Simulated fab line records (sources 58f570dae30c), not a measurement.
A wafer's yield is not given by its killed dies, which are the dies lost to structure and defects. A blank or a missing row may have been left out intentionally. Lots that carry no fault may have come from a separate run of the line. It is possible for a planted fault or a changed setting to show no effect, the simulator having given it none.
Comparing a struck lot with a sound one || flow berkeleyCmos170 || 14 out of 331 route steps
Sound: these wafers, L892.1, L892.3, L892.5. Struck: wafers L899.1, L899.2, L899.6. The cause comes at the end.
Per side, at each step with rows, come the tool, then ch with its chambers, and then its first start. Under that, the readings that differ: sound wafers || struck wafers || difference of the means || sigmas: that difference in standard deviations of wafers without a fault.
alike: readings whose means differ by less than 2 such deviations, and words and numbers that are the same on both sides. not compared: withheld readings, readings that some wafer has no value for, bounds like >300 that may hide the same value, and numbers for which the record gives no deviation and whose values overlap.
Wherever a step has rows on one side only, a row that says differs or no value, or a row with sigmas, the two part there. Non-overlapping numbers with no deviation appear without sigmas and do not part them. A reading that every wafer of one side lacks parts them only if that side has two wafers or more.

first, 2 steps without rows for these wafers: UCB170_START_CLEAN_01 (cleans in dHF, time 60 s); UCB170_START_OXIDATION_02 (target thk 20 nm, ox time 1800 s).
UCB170_START_THK_MEAS_03:
  struck on filmMetro-02, day 4 12:00; sound on filmMetro-02, day 3 02:30
{"reading": "START_OXIDE_THK (nm)", "sound": "19.0 19.5 19.2", "struck": "20.6 20.8 20.4", "difference": "+1.4", "sigmas": "+3"}
then, 7 steps without rows for these wafers: UCB170_START_ANNEAL_04 (time 1200 s); UCB170_ZERO_HMDS_00 (prime time 60 s); UCB170_ZERO_COAT_01 (resist thk 900 nm); UCB170_ZERO_SOFTBAKE_02 (time 60 s); UCB170_ZERO_EXPOSE_03 (exposes mask PM MARKS, target cd 4000 nm); UCB170_ZERO_PEB_04; UCB170_ZERO_DEVELOP_05 (develop time 45 s).
UCB170_ZERO_ETCH_06: etches SiO2 in CHF3/CF4/Ar, time 12 s.
  sound on rieDiel-02 ch 1,3, day 3 10:13; struck on rieDiel-01 ch 0,2,3, day 4 17:58
  alike: CHF3_flow_sccm, cf4FlowSccm, drypumpMotorCurrentA, oesProductAu, throttleValvePct
  not compared: rfHoursCounterH
UCB170_ZERO_STRIP_07: strips in O2.
  sound on plasmaAsher-02 ch 1, day 3 10:14; struck on plasmaAsher-02 ch 0,1, day 4 17:59
  alike: drypumpMotorCurrentA, oesProductAu, stripTimeToEndpointS
  not compared: rfHoursCounterH
UCB170_NWELL_WET_ETCH_00: etches SiO2 in dHF, time 200 s.
  sound on wetBench-04 ch 1, day 3 10:46; struck on wetBench-04 ch 0, day 4 18:05
  no value came back on the struck wafers for bathHeatDutyPct (%), runLengthS (s); on the sound wafers bathHeatDutyPct (%) reads 5.4 5.1 5.6
{"reading": "model.SiO2_of_START_OXIDATION_02.thkNm (nm)", "sound": "0 0 0", "struck": "20.6 20.78 20.43", "difference": "+20.6", "sigmas": ""}
then, 1 step without rows for these wafers: UCB170_NWELL_OXIDATION_01 (target thk 26.4 nm, ox time 1260 s).

== WHERE THEY PART ==
Earliest at UCB170_START_THK_MEAS_03; latest, in this record, at UCB170_NWELL_WET_ETCH_00.

WHY: what had been put in by the simulator
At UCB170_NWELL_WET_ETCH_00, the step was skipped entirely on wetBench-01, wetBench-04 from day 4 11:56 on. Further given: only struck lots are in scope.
